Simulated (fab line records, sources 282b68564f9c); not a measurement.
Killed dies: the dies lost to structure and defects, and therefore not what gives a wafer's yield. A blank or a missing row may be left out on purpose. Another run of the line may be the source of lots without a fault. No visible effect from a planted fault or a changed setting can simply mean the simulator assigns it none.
fab line records | flow rit_cmos
record lots=14 | wafers=42 | last_day=7
route steps=202 shown GATE@91
lots that met no fault: taken from a fault-free run of the same line
start_h: hours from the record's opening day to when the first of the lot's shown wafers began | wait_h: hours elapsed since this lot's preceding step | " as in the row above | L1.1+2: several wafers, shown together as one row | - no value, or no start given | * or withheld: withheld | < > ~ a bound
route shown NAME@n: NAME is a module with steps in the file, n the number in the route of the first one | usual: mean/standard deviation of fault-free wafers | same: alike in all rows | chamber/n: place in a boat | sites: the reading at each site | _std_site: standard deviation of those values | _edge_site: the outer-site mean with the inner-site mean subtracted | radius_mm: how far each site lies from the wafer's centre | mask NAME#n: copy n | behind: the most recent tool/chamber to have shaped the wafer | hold: cause of the lot's hold/its duration in hours/its outcome | device: the n, p or np transistor that did not switch | end of line: the route-end tests of the same wafers | a step given without rows: its recipe and nothing more | killed: not the wafer's yield, but the dies lost to structure and defects at the first sort | map: per-die view of a wafer (x killed, . not killed, _ where there is no die)
set.NAME: setting as actually run; set.NAME@STEP: the setting as run at that earlier step | model.NAME: the simulator's own value behind a step, which no gauge read
route steps across a sampled set of lots; one table per step, one row per wafer
## steps
# step RIT_GATE_DEVELOP_15
# recipe resist=NOVOLAK | develop_time_s=50 | dev_temp_c=23
# usual chill_plate_temp_C=23.00/0.091 | develop_time_s=50/0
lot.wafer | tool           | chamber | start_h | wait_h | chill_plate_temp_C | develop_time_s
L550.2    | litho_track-04 | 0       | 36      | -      | 22.94              | 50
L550.4    | "              | 0       | "       | "      | 23.07              | 50
L550.5    | "              | 0       | "       | "      | 22.90              | 50
L551.1    | litho_track-01 | 0       | 43      | -      | 22.94              | 50
L551.4    | "              | 0       | "       | "      | 22.93              | 50
L551.6    | "              | 0       | "       | "      | 22.90              | 50
L552.1    | litho_track-03 | 0       | 46      | -      | 23.08              | 50
L552.4    | "              | 0       | "       | "      | 22.88              | 50
L552.6    | "              | 0       | "       | "      | 23.05              | 50
L553.1    | litho_track-04 | 0       | 52      | -      | 23.06              | 50
L553.4    | "              | 0       | "       | "      | 23.08              | 50
L553.6    | "              | 0       | "       | "      | 23.06              | 50
L554.2    | litho_track-03 | 0       | 56      | -      | 22.99              | 50
L554.3    | "              | 0       | "       | "      | 22.98              | 50
L554.4    | "              | 0       | "       | "      | 23.21              | 50
L556.1    | litho_track-03 | 0       | 67      | -      | 23.09              | 50
L556.2    | "              | 0       | "       | "      | 23.01              | 50
L556.3    | "              | 0       | "       | "      | 22.91              | 50
L558.1    | litho_track-03 | -       | 78      | -      | -                  | -
L558.2    | "              | -       | "       | "      | -                  | -
L558.6    | "              | -       | "       | "      | -                  | -
L559.3    | litho_track-03 | -       | 83      | -      | -                  | -
L559.4    | "              | -       | "       | "      | -                  | -
L559.6    | "              | -       | "       | "      | -                  | -
L561.4    | litho_track-04 | 0       | 91      | -      | 22.91              | 50
L561.5    | "              | 0       | "       | "      | 22.79              | 50
L561.6    | "              | 0       | "       | "      | 23.00              | 50
L568.1    | litho_track-03 | 0       | 126     | -      | 22.98              | 50
L568.3    | "              | 0       | "       | "      | 22.97              | 50
L568.4    | "              | 0       | "       | "      | 23.08              | 50
L569.1    | litho_track-01 | 0       | 132     | -      | 23.11              | 50
L569.2    | "              | 0       | "       | "      | 23.11              | 50
L569.4    | "              | 0       | "       | "      | 23.11              | 50
L570.2    | litho_track-03 | 0       | 137     | -      | 23.11              | 50
L570.5    | "              | 0       | "       | "      | 23.01              | 50
L570.6    | "              | 0       | "       | "      | 23.20              | 50
L571.2    | litho_track-03 | 0       | 141     | -      | 23.04              | 50
L571.4    | "              | 0       | "       | "      | 23.09              | 50
L571.5    | "              | 0       | "       | "      | 23.07              | 50
L572.1    | litho_track-03 | 0       | 148     | -      | 22.96              | 50
L572.5    | "              | 0       | "       | "      | 22.82              | 50
L572.6    | "              | 0       | "       | "      | 22.94              | 50
## key
first_sign step=RIT_GATE_DEVELOP_15 | reading=tool_record | direction=missing
effect none on later readings
met_at RIT_GATE_DEVELOP_15
struck_lots L558,L559
later_rows_left_out L558.1,L558.2,L558.6,L559.3,L559.4,L559.6
sort_left_out L558.1,L558.2,L558.6,L559.3,L559.4,L559.6
tester_left_out L558,L559
onset_between 67 78
fault kind=skipped_step_whole | tool=litho_track-03 | chamber=- | onset_h=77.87 | steps=RIT_GATE_DEVELOP_15 | scope=struck_lots_only
# tester_left_out: of these lots the tester's yield and bins aren't shown, on N5 and GAA mostly nor the transistor test; their killed dies are dies lost to structure and defects alone, not to doping, threshold or leakage, so they don't give the yield
# sort_left_out: the simulated sort isn't trusted on such a fault, so these wafers' sort isn't shown, and their yield isn't known
# later_rows_left_out: the simulator's readings of these wafers behind a module that went badly wrong aren't trusted and aren't shown, but for the sort
